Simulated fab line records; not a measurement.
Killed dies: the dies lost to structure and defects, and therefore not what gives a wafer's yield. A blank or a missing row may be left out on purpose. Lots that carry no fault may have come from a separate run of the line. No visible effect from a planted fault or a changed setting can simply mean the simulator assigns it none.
2 desks looking at one fault | flow berkeley_cmos170 | numbers are kept per desk, each desk with only its own; the story behind them comes last

== DESK OF THE TOOL OWNER: implanter-01 ==
For each lot that ran on this tool, the mean over its sampled wafers that have a number, from the tool's own readings at UCB170_NWELL_IMPLANT_14. Any lot whose mean is over 4 standard deviations away from the usual mean is out of limits and marked OUT; that distance is given in the brackets.
Columns: A = beam_energy_keV at UCB170_NWELL_IMPLANT_14, usual 150.00; B = dose_ions_cm2 at UCB170_NWELL_IMPLANT_14, usual 1.0002e+13
lot  | first seen here | A                        | B
L445 | day 2 08:01     | 149.99                   | 9.9987e+12
L448 | day 3 04:48     | 155.71 (+99 or more) OUT | 1.0000e+13
L449 | day 3 05:05     | 155.70 (+99 or more) OUT | 9.9917e+12
L452 | day 4 02:00     | 155.73 (+99 or more) OUT | 9.9970e+12
This desk finds L448, L449, L452 out of limits, L448 being first, at day 3 04:48 (beam_energy_keV at UCB170_NWELL_IMPLANT_14). L445: within limits.

== METROLOGY DESK ==
What the gauges read, lot by lot, whatever tool the lot ran on: means of the sampled wafers that have a number. Any lot whose mean is over 4 standard deviations away from the usual mean is out of limits and marked OUT; that distance is given in the brackets.
Columns: A = NWELL_OXIDE_THK at UCB170_NWELL_THK_MEAS_02, usual 26.0 nm; B = NWELL_NITRIDE_THK at UCB170_NWELL_THK_MEAS_05, usual 223.1 nm; C = NWELL_OVL at UCB170_NWELL_OVL_MEAS_12, usual -3 nm
lot  | first seen here | A    | B     | C
L445 | day 2 02:12     | 26.7 | 222.3 | -5
L448 | day 2 21:15     | 25.5 | 220.5 | -3
L449 | day 2 21:16     | 25.7 | 224.8 | -1
L453 | day 3 18:52     | 25.9 | 222.7 | -2
L452 | day 3 18:53     | 26.1 | 225.7 | -7
L462 | day 5 18:38     | 25.7 | 222.4 | -5
L463 | day 6 03:11     | 26.1 | 221.6 | -7
This desk found nothing out of limits on any of the 7 lots.

== TAKEN TOGETHER ==
An alarm could have come from the tool owner's desk at day 3 04:48, on L448, L449, L452.
Metrology desk: nothing out of limits seen.
The metrology desk has L448, L449, L452 on record, within its limits.
On implanter-01, each named lot ran UCB170_NWELL_IMPLANT_14.

== WHAT THE SIMULATOR HAD INSERTED ==
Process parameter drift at UCB170_NWELL_IMPLANT_14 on implanter-01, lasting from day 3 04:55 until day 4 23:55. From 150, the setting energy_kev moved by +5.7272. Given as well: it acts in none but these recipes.
Lots struck among those shown: L448, L449, L452.
